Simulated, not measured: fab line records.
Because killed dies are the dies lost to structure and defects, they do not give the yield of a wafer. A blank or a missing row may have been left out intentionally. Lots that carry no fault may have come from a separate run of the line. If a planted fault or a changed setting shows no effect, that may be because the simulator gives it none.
fab line records | flow berkeleyCmos170
[record] lots = 5 wafers = 23
route steps=331 shown V2@299 M3@310
startH: the number of hours between the record's first day and the start of the first shown wafer of the lot | waitH: hours elapsed since this lot's preceding step | " as in the row above | L1.1+2: several wafers, shown together as one row | - no value, or no start given | * or withheld: withheld | < > ~ a bound
route shown NAME@n: a module of which the file shows steps, and the number in the route of the first | usual: mean and standard deviation over wafers with no fault | same: alike in all rows | chamber/n: place in a boat | sites: readings site by site | _std_site: the values' standard deviation | _edge_site: outer sites' mean less inner sites' | radiusMm: how far each site lies from the wafer's centre | mask NAME#n: copy n | behind: tool/chamber where the wafer was last shaped | hold: cause of the lot's hold/its duration in hours/its outcome | device: transistor that didn't switch, given as n, p or np | end of line: at the end of the route, the tests of the same wafers | a step without rows: its recipe alone | killed: the dies lost at the first sort to structure and to defects; this is not the yield of the wafer | map: per-die view of a wafer (x killed, . not killed, _ where there is no die)
set.NAME: the setting that was run; set.NAME@STEP: the one run at that earlier step | model.NAME: the simulator's own value behind a step, which no gauge read
lots where settings were altered on purpose, with a table for each step and a row for each wafer
[[steps]]
[step UCB170_V2_COAT_07]
[recipe] resist = KrF spinRpm = 1500 resistThkNm = 900
// columns lot.wafer tool chamber startH waitH set.resistThkNm model.KrF_of_V2_COAT_07.thkNm
L075.1 lithoTrack-01 0 206.24 0.1 900 902.1
L075.2 " 0 " " 900 902.2
L075.4 " 0 " " 900 900.6
L075.5 " 0 " " 900 902.9
L075.6 " 0 " " 900 898.6
L076.2 lithoTrack-04 0 221.49 0.1 900 894.5
L076.3 " 0 " " 900 899.9
L076.4 " 0 " " 882.5 882.4
L076.5 " 0 " " 882.5 883.3
L076.6 " 0 " " 882.5 881.6
L077.1 lithoTrack-01 0 221.82 0.1 918.1 915.7
L077.2 " 0 " " 918.1 919.7
L077.3 " 0 " " 900 899.4
L077.4 " 0 " " 900 899.2
L077.5 " 0 " " 900 900.6
L083.2 lithoTrack-01 0 234.96 0.1 900 899.2
L083.3 " 0 " " 900 901.6
L083.4 " 0 " " 900 899.9
L083.5 " 0 " " 900 900
L083.6 " 0 " " 900 897.8
L085.3 lithoTrack-04 0 271.97 0.1 900 900.6
L085.4 " 0 " " 900 899.4
L085.5 " 0 " " 900 900.9
[step UCB170_V2_SOFTBAKE_08]
[recipe] resist = KrF tempC = 130 timeS = 60
[step UCB170_V2_EXPOSE_09]
[recipe] maskId = VIA2 targetCdNm = 700 na = 0.5 sigmaOuter = 0.6 sourceShape = conventional doseMj = 37
[step UCB170_V2_ETCH_14]
[recipe] chemistry = CHF3/CF4/Ar target = SiO2 stopOn = Al CHF3_flow_sccm = 45 cf4FlowSccm = 15 Ar_flow_sccm = 150 pressureMtorr = 200 rfW = 700 targetDepthA = 12500 overEtchFrac = 0.25 timeS = 291
// columns lot.wafer tool chamber startH waitH set.resistThkNm@V2_COAT_07 model.KrF_of_V2_COAT_07.thkNm
L075.1 rieDiel-01 0 207.60 0.0 900 613.4
L075.2 " 3 " " 900 608.7
L075.4 " 1 " " 900 610.6
L075.5 " 1 " " 900 613.5
L075.6 " 2 " " 900 609.7
L076.2 rieDiel-04 3 222.55 0.0 900 605.5
L076.3 " 0 " " 900 612.1
L076.4 " 2 " " 882.5 595.6
L076.5 " 2 " " 882.5 595.1
L076.6 " 3 " " 882.5 593.5
L077.1 rieDiel-01 0 222.79 0.0 918.1 623.7
L077.2 " 2 " " 918.1 626.9
L077.3 " 1 " " 900 610.7
L077.4 " 3 " " 900 602.5
L077.5 " 1 " " 900 613.4
L083.2 rieDiel-03 2 236.11 0.0 900 610.4
L083.3 " 1 " " 900 609.6
L083.4 " 3 " " 900 608.3
L083.5 " 2 " " 900 608.8
L083.6 " 1 " " 900 606.1
L085.3 rieDiel-03 0 272.90 0.0 900 616.8
L085.4 " 1 " " 900 609.8
L085.5 " 0 " " 900 614.8
[step UCB170_V2_STRIP_15]
[recipe] chemistry = O2 powerW = 400 pressureMtorr = 3500 platenTempC = withheld o2FlowSccm = 400 overashFraction = 0.5
[usual] stripTimeToEndpointS = 15.29/0.087
// columns lot.wafer tool chamber startH waitH set.resistThkNm@V2_COAT_07 stripTimeToEndpointS
L075.1 plasmaAsher-01 1 207.78 0.1 900 15.40
L075.2 " 0 " " 900 15.28
L075.4 " 0 " " 900 15.31
L075.5 " 1 " " 900 15.39
L075.6 " 0 " " 900 15.31
L076.2 plasmaAsher-01 0 222.72 0.1 900 15.19
L076.3 " 0 " " 900 15.35
L076.4 " 1 " " 882.5 14.97
L076.5 " 0 " " 882.5 14.95
L076.6 " 1 " " 882.5 14.92
L077.1 plasmaAsher-02 0 222.97 0.1 918.1 15.63
L077.2 " 1 " " 918.1 15.70
L077.3 " 1 " " 900 15.33
L077.4 " 0 " " 900 15.15
L077.5 " 1 " " 900 15.37
L083.2 plasmaAsher-03 0 236.29 0.1 900 15.33
L083.3 " 0 " " 900 15.29
L083.4 " 1 " " 900 15.26
L083.5 " 0 " " 900 15.27
L083.6 " 1 " " 900 15.20
L085.3 plasmaAsher-01 0 273.11 0.1 900 15.47
L085.4 " 1 " " 900 15.30
L085.5 " 1 " " 900 15.44
[step UCB170_M3_SPUTTER_01]
[recipe] material = Al targetThkNm = 900 timeS = 120 powerW = 6000 chamberPressurePa = 0.5
// columns lot.wafer tool chamber startH waitH set.powerW model.Al_of_M3_SPUTTER_01.thkNm
L075.1 pvdSputter-04 - 208.07 0.0 6000 911
L075.2 " - " " 6000 893.8
L075.4 " - " " 6000 898.6
L075.5 " - " " 6000 904.7
L075.6 " - " " 6000 891.6
L076.2 pvdSputter-03 - 223.02 0.0 6000 908.6
L076.3 " - " " 5298 811.8
L076.4 " - " " 6000 917.2
L076.5 " - " " 5298 814.7
L076.6 " - " " 6000 906.2
L077.1 pvdSputter-04 - 223.25 0.0 6000 891.1
L077.2 " - " " 6610 989
L077.3 " - " " 6610 988.5
L077.4 " - " " 6610 977.6
L077.5 " - " " 6000 892.1
L083.2 pvdSputter-03 - 236.59 0.0 6000 900.5
L083.3 " - " " 6000 912.8
L083.4 " - " " 5772 859.1
L083.5 " - " " 6000 894.4
L083.6 " - " " 5772 863.5
L085.3 pvdSputter-04 - 273.36 0.0 6000 905.6
L085.4 " - " " 6000 895.5
L085.5 " - " " 6000 883.8
[step UCB170_M3_RS_MEAS_02]
[recipe] thkMeasGauge = four-point-probe reads = Al_of_M3_SPUTTER_01
[usual] M3_AL_RS = 0.0322/0.00035
// columns lot.wafer tool chamber startH waitH set.powerW@M3_SPUTTER_01 M3_AL_RS[ohm/sq]
L075.1 filmMetro-04 - 208.15 0.0 6000 0.0318
L075.2 " - " " 6000 0.0324
L075.4 " - " " 6000 0.0322
L075.5 " - " " 6000 0.0319
L075.6 " - " " 6000 0.0324
L076.2 filmMetro-02 - 223.13 0.1 6000 0.0319
L076.3 " - " " 5298 0.0357
L076.4 " - " " 6000 0.0316
L076.5 " - " " 5298 0.0357
L076.6 " - " " 6000 0.0320
L077.1 filmMetro-04 - 223.34 0.0 6000 0.0325
L077.2 " - " " 6610 0.0292
L077.3 " - " " 6610 0.0292
L077.4 " - " " 6610 0.0296
L077.5 " - " " 6000 0.0324
L083.2 filmMetro-04 - 236.70 0.1 6000 0.0321
L083.3 " - " " 6000 0.0316
L083.4 " - " " 5772 0.0337
L083.5 " - " " 6000 0.0324
L083.6 " - " " 5772 0.0336
L085.3 filmMetro-01 - 273.48 0.1 6000 0.0320
L085.4 " - " " 6000 0.0324
L085.5 " - " " 6000 0.0328
[step UCB170_M3_THK_MEAS_03]
[recipe] thkMeasGauge = xrf reads = Al_of_M3_SPUTTER_01
[usual] M3_AL_THK = 871/9.4
// columns lot.wafer tool chamber startH waitH set.powerW@M3_SPUTTER_01 M3_AL_THK[nm]
L075.1 filmMetro-04 - 208.27 0.1 6000 878
L075.2 " - " " 6000 863
L075.4 " - " " 6000 867
L075.5 " - " " 6000 873
L075.6 " - " " 6000 862
L076.2 filmMetro-02 - 223.24 0.1 6000 871
L076.3 " - " " 5298 782
L076.4 " - " " 6000 887
L076.5 " - " " 5298 782
L076.6 " - " " 6000 871
L077.1 filmMetro-04 - 223.46 0.1 6000 869
L077.2 " - " " 6610 958
L077.3 " - " " 6610 961
L077.4 " - " " 6610 948
L077.5 " - " " 6000 862
L083.2 filmMetro-04 - 236.81 0.1 6000 868
L083.3 " - " " 6000 882
L083.4 " - " " 5772 827
L083.5 " - " " 6000 870
L083.6 " - " " 5772 837
L085.3 filmMetro-01 - 273.58 0.1 6000 888
L085.4 " - " " 6000 870
L085.5 " - " " 6000 867
[step UCB170_M3_PEB_13]
[recipe] pebTempC = 130 pebTimeS = withheld resist = KrF
// columns lot.wafer tool chamber startH waitH set.pebTempC
L075.1+4+5 lithoTrack-03 0 209.96 0.3 130
L075.2+6 " 0 " " 131.3
L076.2+5 lithoTrack-02 0 225.28 0.1 131.2
L076.3+4+6 " 0 " " 130
L077.1+3+4 lithoTrack-03 0 225.48 0.1 130
L077.2+5 " 0 " " 129
L083.2+5+6 lithoTrack-01 0 238.61 0.4 130
L083.3+4 " 0 " " 128.4
L085.3+4+5 lithoTrack-03 0 275.24 0.1 130
[step UCB170_M3_DEVELOP_14]
[recipe] developer = TMAH developTimeS = 45 resist = KrF devTempC = 21
[step UCB170_M3_CD_MEAS_15]
[recipe] targetCdNm = 700
[usual] cdNm = 700.5/1.6
// columns lot.wafer tool chamber startH waitH set.pebTempC@M3_PEB_13 cdNm
L075.1 cdSem-02 - 210.23 - 130 700.4
L075.2 " - " " 131.3 693.2
L075.4 " - " " 130 700.4
L075.5 " - " " 130 700.4
L075.6 " - " " 131.3 693.7
L076.2 cdSem-01 - 225.58 - 131.2 696.1
L076.3 " - " " 130 701.7
L076.4 " - " " 130 703.7
L076.5 " - " " 131.2 694.3
L076.6 " - " " 130 703.6
L077.1 cdSem-02 - 225.77 - 130 698.2
L077.2 " - " " 129 705.4
L077.3 " - " " 130 698.1
L077.4 " - " " 130 698.3
L077.5 " - " " 129 705.9
L083.2 cdSem-02 - 238.88 - 130 701.6
L083.3 " - " " 128.4 712.2
L083.4 " - " " 128.4 712.3
L083.5 " - " " 130 701.0
L083.6 " - " " 130 700.2
L085.3 cdSem-02 - 275.51 - 130 698.0
L085.4 " - " " 130 698.5
L085.5 " - " " 130 698.2
[step UCB170_M3_ETCH_17]
[recipe] chemistry = N2/H2 targetDepthA = withheld overetchA = withheld target = BARC timeS = withheld sourceW = 500 biasW = 100 pressureMtorr = 30 n2FlowSccm = 100 h2FlowSccm = 200
// columns lot.wafer tool chamber startH waitH set.pebTempC@M3_PEB_13 model.M3.cdNm
L075.1 rieDiel-01 2 210.39 0.0 130 699
L075.2 " 3 " " 131.3 692.7
L075.4 " 2 " " 130 699.1
L075.5 " 3 " " 130 700.3
L075.6 " 1 " " 131.3 692.6
L076.2 rieDiel-03 2 225.72 0.0 131.2 696.8
L076.3 " 3 " " 130 701.8
L076.4 " 0 " " 130 704.4
L076.5 " 2 " " 131.2 694.6
L076.6 " 3 " " 130 704
L077.1 rieDiel-01 2 225.93 0.0 130 697.4
L077.2 " 0 " " 129 705
L077.3 " 3 " " 130 697.2
L077.4 " 1 " " 130 698.2
L077.5 " 3 " " 129 705.1
L083.2 rieDiel-02 3 239.02 0.0 130 701.2
L083.3 " 0 " " 128.4 712.5
L083.4 " 2 " " 128.4 712.9
L083.5 " 2 " " 130 701.6
L083.6 " 3 " " 130 700.2
L085.3 rieDiel-02 0 275.62 0.0 130 698.4
L085.4 " 3 " " 130 698.5
L085.5 " 2 " " 130 698.6
[step UCB170_M3_METAL_ETCH_18]
[recipe] chemistry = Cl2/BCl3 target = Al stopOn = SiO2 pressureMtorr = 12 targetDepthA = 11700 overEtchFrac = 0.3 timeS = 195 icpW = 600 biasW = 120 Cl2_flow_sccm = 90 bcl3FlowSccm = 45
[usual] oesProductAu = 0.844/0.012
// columns lot.wafer tool chamber startH waitH set.powerW@M3_SPUTTER_01 set.pebTempC@M3_PEB_13 oesProductAu model.M3.cdNm
L075.1 rieMetal-03 1 210.43 - 6000 130 0.869 698.1
L075.2 " 0 " " 6000 131.3 0.843 685.3
L075.4 " 1 " " 6000 130 0.866 698.7
L075.5 " 1 " " 6000 130 0.874 698.2
L075.6 " 0 " " 6000 131.3 0.838 685.2
L076.2 rieMetal-02 0 225.76 - 6000 131.2 0.851 703
L076.3 " 1 " " 5298 130 0.793 702.5
L076.4 " 0 " " 6000 130 0.849 708.6
L076.5 " 0 " " 5298 131.2 0.794 697.5
L076.6 " 1 " " 6000 130 0.847 705.7
L077.1 rieMetal-01 0 225.97 - 6000 130 0.835 694.4
L077.2 " 1 " " 6610 129 0.883 706.5
L077.3 " 1 " " 6610 130 0.876 698.7
L077.4 " 0 " " 6610 130 0.878 698
L077.5 " 1 " " 6000 129 0.835 706.7
L083.2 rieMetal-03 0 239.06 - 6000 130 0.845 695.5
L083.3 " 0 " " 6000 128.4 0.847 709.6
L083.4 " 1 " " 5772 128.4 0.850 714.5
L083.5 " 1 " " 6000 130 0.861 704.5
L083.6 " 0 " " 5772 130 0.824 692.9
L085.3 rieMetal-02 0 275.73 - 6000 130 0.838 701
L085.4 " 1 " " 6000 130 0.841 699.7
L085.5 " 1 " " 6000 130 0.822 699.6
[step UCB170_M3_STRIP_19]
[recipe] chemistry = O2 powerW = 400 pressureMtorr = 3500 platenTempC = withheld o2FlowSccm = 400 overashFraction = 0.5
[step UCB170_M3_CD_MEAS_90]
[recipe] targetCdNm = 700
[usual] cdNm = 700/4
// columns lot.wafer tool chamber startH waitH set.pebTempC@M3_PEB_13 cdNm
L075.1 cdSem-01 - 210.72 0.1 130 698
L075.2 " - " " 131.3 685
L075.4 " - " " 130 698
L075.5 " - " " 130 698
L075.6 " - " " 131.3 685
L076.2 cdSem-02 - 226.07 0.1 131.2 703
L076.3 " - " " 130 703
L076.4 " - " " 130 709
L076.5 " - " " 131.2 697
L076.6 " - " " 130 706
L077.1 cdSem-02 - 226.26 0.1 130 694
L077.2 " - " " 129 707
L077.3 " - " " 130 699
L077.4 " - " " 130 698
L077.5 " - " " 129 707
L083.2 cdSem-01 - 239.37 0.1 130 696
L083.3 " - " " 128.4 710
L083.4 " - " " 128.4 715
L083.5 " - " " 130 705
L083.6 " - " " 130 693
L085.3 cdSem-02 - 275.99 0.1 130 701
L085.4 " - " " 130 700
L085.5 " - " " 130 700
[[key]]
[split] step = UCB170_V2_COAT_07 setting = resistThkNm stated = 900 by = wafer
[response] step = UCB170_V2_COAT_07 reading = model.KrF_of_V2_COAT_07.thkNm change = +8.29 per = 1% r = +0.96
[response] step = UCB170_V2_ETCH_14 reading = model.KrF_of_V2_COAT_07.thkNm change = +7.72 per = 1% r = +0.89
[response] step = UCB170_V2_STRIP_15 reading = stripTimeToEndpointS change = * per = 1% r = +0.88
[split] step = UCB170_M3_SPUTTER_01 setting = powerW stated = 6000 by = wafer
[response] step = UCB170_M3_SPUTTER_01 reading = model.Al_of_M3_SPUTTER_01.thkNm change = +8.82 per = 1% r = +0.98
[response] step = UCB170_M3_RS_MEAS_02 reading = M3_AL_RS change = -0.000327 per = 1% r = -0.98
[response] step = UCB170_M3_THK_MEAS_03 reading = M3_AL_THK change = +8.53 per = 1% r = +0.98
[response] step = UCB170_M3_METAL_ETCH_18 reading = oesProductAu change = +0.00454 per = 1% r = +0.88
[split] step = UCB170_M3_PEB_13 setting = pebTempC stated = 130 by = wafer
[response] step = UCB170_M3_CD_MEAS_15 reading = cdNm change = -8.54 per = 1% r = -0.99
[response] step = UCB170_M3_ETCH_17 reading = model.M3.cdNm change = -8.59 per = 1% r = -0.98
[response] step = UCB170_M3_METAL_ETCH_18 reading = model.M3.cdNm change = -10.9 per = 1% r = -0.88
[response] step = UCB170_M3_CD_MEAS_90 reading = cdNm change = -11 per = 1% r = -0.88
